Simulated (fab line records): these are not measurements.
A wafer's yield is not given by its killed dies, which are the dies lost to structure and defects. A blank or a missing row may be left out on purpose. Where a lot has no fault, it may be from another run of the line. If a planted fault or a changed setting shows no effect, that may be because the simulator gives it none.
A lot that was struck, set against a sound lot    flow rit-cmos    17 steps out of a route of 202
Sound: the wafers L654.1, L654.2, L654.5. Wafers L642.1, L642.2, L642.6 were the ones struck. The cause comes at the end.
For every step that has rows: the tool of each side, followed by ch and its chambers, followed by its first start. Under that, the readings that differ: sound wafers    struck wafers    difference of the means    sigmas: that difference in standard deviations of wafers without a fault.
alike: words and numbers the same on both sides, and readings whose means are apart by under 2 such deviations; not compared: readings that were withheld, readings missing a value for some wafer, numbers with overlapping values and no deviation given by the record, and bounds like >300 which may hide the same value.
The two part at a step that has a row with sigmas, a row that says differs or no value, or rows on one side only. Numbers that have no deviation but don't overlap get no sigmas and don't part them. A reading that every wafer of one side lacks parts them only if that side has two wafers or more.

RIT_NWELL_TW_MEAS_10:
  sound on film-metro-01, day 5 21:25; struck on film-metro-04, day 3 09:05
  alike: NWELL_TW
then, 6 steps without rows for these wafers: RIT_PWELL_HMDS_00 (prime time 60 s); RIT_PWELL_COAT_01 (resist thk 1300 nm); RIT_PWELL_SOFTBAKE_02 (time 60 s); RIT_PWELL_EXPOSE_03 (exposes mask M3, target cd 43700 nm); RIT_PWELL_PEB_04; RIT_PWELL_DEVELOP_05 (develop time 68 s).
RIT_PWELL_OVL_MEAS_06:
  sound on overlay-02, day 5 22:42; struck on overlay-01, day 3 10:03
  alike: PWELL_OVL
then, 2 steps without rows for these wafers: RIT_PWELL_HARDBAKE_07 (time 120 s); RIT_PWELL_IMPLANT_08.
RIT_PWELL_STRIP_09: strips in O2, time 180 s.
  sound on plasma-asher-04 ch 0,1, day 5 23:08; struck on plasma-asher-03 ch 0,1, day 3 10:29
  alike: drypump-motor-current-A
  not compared: rf-hours-counter-h
RIT_PWELL_TW_MEAS_10:
  sound on film-metro-04, day 5 23:19; struck on film-metro-04, day 3 10:40
  alike: PWELL_TW
RIT_WELLDRIVE_ANNEAL_00: time 14700 s.
  sound on furnace-04 ch 0, day 5 23:22; struck on furnace-01 ch 0, day 3 10:43
reading                  sound                 struck                difference  sigmas
spike-tc-centre-C (C)    1102.0 1102.9 1102.6  1123.8 1125.8 1124.9  +22.3       +20
spike-tc-load-C (C)      1129.6 1127.7 1129.8  1152.7 1153.7 1152.6  +24.0       +13
spike-tc-source-C (C)    1130.5 1131.4 1130.4  1150.9 1149.0 1147.8  +18.5       +9
tube-center-temp-C (C)   1099.9 1100.1 1100    1121.9 1122 1122.1    +22.0       +99 or more
tube_center_temp_C_max   1102.6 1102.9 1103.0  1124.5 1124.4 1125.3  +21.9       +46
zone-power-load-pct (%)  42.0 42.6 42.1        50.4 49.5 49.9        +7.7        +3
RIT_WELLDRIVE_RS_MEAS_01: uses a four-point probe to measure.
  sound on film-metro-04, day 6 04:27; struck on film-metro-04, day 3 15:48
reading            sound              struck             difference  sigmas
NWELL_RS (ohm/sq)  274.9 275.4 274.4  251.6 251.9 251.7  -23.2       -33
RIT_WELLDRIVE_RS_MEAS_02: uses a four-point probe to measure.
  sound on film-metro-04, day 6 04:34; struck on film-metro-04, day 3 15:55
reading            sound              struck             difference  sigmas
PWELL_RS (ohm/sq)  430.8 429.2 429.5  403.9 403.1 403.6  -26.3       -24
then, 1 step without rows for these wafers: RIT_NRETRO_HMDS_00 (prime time 60 s).
RIT_M1_PROBE_99:
  sound on prober-02, day 7 12:01; struck on prober-02, day 4 23:23
reading                              sound              struck             difference  sigmas
model.etest.pmos_0p3.r-on-ohm-um     6513 6522 6532     6183 6133 6056     -398        
model.etest.nmos_0p3.r-on-ohm-um     2199 2172 2173     2099 2116 2099     -77         
model.etest.nwell-pinched.rs-ohm-sq  341.2 330.4 327.6  294.6 302.3 300.1  -34.1       
model.etest.pwell-pinched.rs-ohm-sq  471.1 455.7 454.8  415.8 424.1 417.1  -41.5       
model.etest.pwell.rs-ohm-sq          419.7 417.2 419    382.5 381.9 381.8  -36.6       
model.etest.nmos-turned.drive-ua-um  323.9 321.9 320    339.7 333.5 340.1  +15.8       
model.etest.nmos_0p15.drive-ua-um    472.5 454.9 462.3  480 484.2 486.1    +20         
model.etest.nmos-narrow.drive-ua-um  219.3 218.4 216.7  240.2 246.2 244.2  +25.4       
  alike: killed_at_M0_to_M3, killed-at-contacts, killed-at-front-end, killed-dies, killed-open, killed-short

## WHERE THEY PART
Earliest at RIT_WELLDRIVE_ANNEAL_00; latest, in this record, at RIT_WELLDRIVE_RS_MEAS_02. Later steps at which nothing parts them and some readings are alike: RIT_M1_PROBE_99.

WHY: whatever the simulator had introduced
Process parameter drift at RIT_WELLDRIVE_ANNEAL_00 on furnace-01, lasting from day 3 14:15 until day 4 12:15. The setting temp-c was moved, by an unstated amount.
